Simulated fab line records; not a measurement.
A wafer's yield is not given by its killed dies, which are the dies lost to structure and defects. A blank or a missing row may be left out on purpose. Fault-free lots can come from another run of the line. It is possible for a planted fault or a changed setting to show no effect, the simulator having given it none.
Problem report in the 8D (eight disciplines) form, filled by code -- flow rit_cmos -- the parts of the form that need people (team, actions taken, sign-off) are left out

1. PROBLEM STATEMENT
Wafers without a fault read 249.2 W, standard deviation 0.79; rf_fwd_power_W at RIT_M1_METAL_ETCH_12 reads a mean of 219.3 W on 6 wafers belonging to 2 lots. Relative to the usual mean, that is a shift of -38 standard deviations.
The step: etches Al in Cl2/BCl3, stops on SiO2, time 165 s, target depth 600 nm.
First seen on wafer L451.2, day 7 07:29, on rie_metal-03. At this step, 18 wafers from 6 lots have a number in the record. By rule, "out" or "out of limits" means more than 4 standard deviations away from the usual mean. The rest of the wafers with a number are treated as sound.

2. WHAT IT IS; WHAT IT IS NOT
question,is,is not
which readings at this step,rf_fwd_power_W,"drypump_motor_current_A, oes_product_au, throttle_valve_pct"
which lots,"L451, L454","L437, L440, L442, L455"
which wafers of those lots,all that have a number,-
read on which tools,rie_metal-03,rie_metal-01
when,from day 7 07:29,up to then (9 sound wafers); but 3 sound wafers of L455 came after

3. SUSPECTS, AND WHAT RULES EACH OUT
Counting: a tool stays on the suspect list if, at a process step up to the reading, it processed all lots that are out and no sound lot following the first of them.
- rie_metal-03 at RIT_M1_METAL_ETCH_12 (etches Al in Cl2/BCl3, stops on SiO2, time 165 s, target depth 600 nm): kept. Every lot that is out went through it, starting with L451 (day 7 07:29), and after that it ran no sound lot; the last sound lot it ran before then is L442 (day 5 14:02). Out on those wafers are its own readings of rf_fwd_power_W.
Left after counting: rie_metal-03 at RIT_M1_METAL_ETCH_12.

4. THE CAUSE (what the simulator had put in)
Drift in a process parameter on rie_metal-03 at RIT_M1_METAL_ETCH_12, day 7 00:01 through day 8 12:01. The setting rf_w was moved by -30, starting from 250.
The count eliminated every tool but this one.

5. SEQUENCE OF EFFECTS, ordered by route
One row per reading whose mean, taken over the struck wafers that have a number, lies over 3 standard deviations from the usual. Only readings for which the record gives a usual standard deviation are gone through. hours: the time from each lot's start at the first step in this table that gives one to its start at this step, as a median over the lots. sigmas: the change in usual standard deviations.
hours,step,reading,usual,on struck wafers,change,sigmas
0,RIT_M1_METAL_ETCH_12,rf_fwd_power_W,249.2 W,219.3,-29.9,-38
Here are the process steps it includes:
- RIT_M1_METAL_ETCH_12: etches Al in Cl2/BCl3, stops on SiO2, time 165 s, target depth 600 nm.

6. WHAT WOULD HAVE CAUGHT IT SOONER
In this record the first reading out of limits was taken at day 7 07:29, 7 hours after the fault began at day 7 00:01.
